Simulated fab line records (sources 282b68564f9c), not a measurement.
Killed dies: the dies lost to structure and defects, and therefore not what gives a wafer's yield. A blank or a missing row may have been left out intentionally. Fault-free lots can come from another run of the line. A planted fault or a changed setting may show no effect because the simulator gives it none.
8D (eight disciplines) problem report, filled in by code :: flow ritCmos :: the parts of the form that need people (team, actions taken, sign-off) are left out

== 1. THE ISSUE ==
Mean PSD_RS at RIT_SDANNEAL_RS_MEAS_04: 120.54 ohm/sq over 9 wafers in 3 lots; fault-free wafers: 116.08 ohm/sq, standard deviation 0.29. That is +15 standard deviations from the usual mean.
The step: measures by four-point-probe.
Earliest sighting: wafer L711.2 on filmMetro-02 at day 5 02:55. Wafers with a number at this step in the record: 45, from 15 lots. Rule for "out", or "out of limits": more than 4 standard deviations from the usual mean. The rest of the wafers with a number are treated as sound.

== 2. WHAT IT IS, WHAT IT ISN'T ==
question: which readings at this step
is: PSD_RS
is not: -

question: which lots
is: L711, L712, L714
is not: L701, L702, L704, L705, L706, L707, L716, L717, L718, L719, L720, L723

question: which wafers of those lots
is: all that have a number
is not: -

question: read on which gauges
is: filmMetro-02, filmMetro-04
is not: filmMetro-01

question: when
is: from day 5 02:55
is not: up to then (18 sound wafers); but 18 sound wafers of L716, L717, L718, L719, L720, L723 came after

== 3. SUSPECTS, AND WHAT RULES EACH OUT ==
Counting: a tool at any process step up to the reading remains a suspect when it ran all the lots that are out and ran no sound lot after the first of those.
- ruled out: the gauge at RIT_SDANNEAL_RS_MEAS_04. Those wafers that are out were read across 2 gauges (filmMetro-02, filmMetro-04).
- implanter-02 at RIT_PSD_IMPLANT_08: kept. Every lot that is out went through it, starting with L711 (day 5 02:02), and after that it ran no sound lot; the last sound lot it ran before then is L707 (day 4 06:55). Out on those wafers are its own readings of beamEnergyKeV.
Remaining after the count: implanter-02 at RIT_PSD_IMPLANT_08.

== 4. THE CAUSE (what the simulator had put in) ==
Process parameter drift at RIT_PSD_IMPLANT_08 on implanter-02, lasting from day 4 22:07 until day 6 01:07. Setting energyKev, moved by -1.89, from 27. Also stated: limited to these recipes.
The count eliminated every tool but this one.

== 5. THE CHAIN OF EFFECTS, in route order ==
Each row: a reading whose mean over the struck wafers that have a number lies more than 3 standard deviations from the usual. Scope: only readings with a usual standard deviation given in the record; hours: median across lots of the time from each lot's start at the first step in this table that gives one to its start at this step; sigmas: change in usual standard deviations.
hours: 0
step: RIT_PSD_IMPLANT_08
reading: beamEnergyKeV
usual: 27.001
on struck wafers: 25.117
change: -1.884
sigmas: -99 or more

hours: 1
step: RIT_SDANNEAL_RS_MEAS_04
reading: PSD_RS
usual: 116.08 ohm/sq
on struck wafers: 120.54
change: +4.46
sigmas: +15
It contains these process steps:
- RIT_PSD_IMPLANT_08

== 6. HOW IT WOULD HAVE BEEN CAUGHT EARLIER ==
5 hours passed between the start of the fault at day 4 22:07 and the first reading out of limits at a measuring or inspecting step in this record, taken at day 5 02:55.
The tool's own readings at RIT_PSD_IMPLANT_08 were out on every struck wafer that the step has a row for (beamEnergyKeV): an alarm limit on them would have fired on the first of those.
Among the 3 lots that are out, L712, L714 began RIT_PSD_IMPLANT_08 on implanter-02 after day 5 02:55. A hold on the tool at that time would have spared those 2.
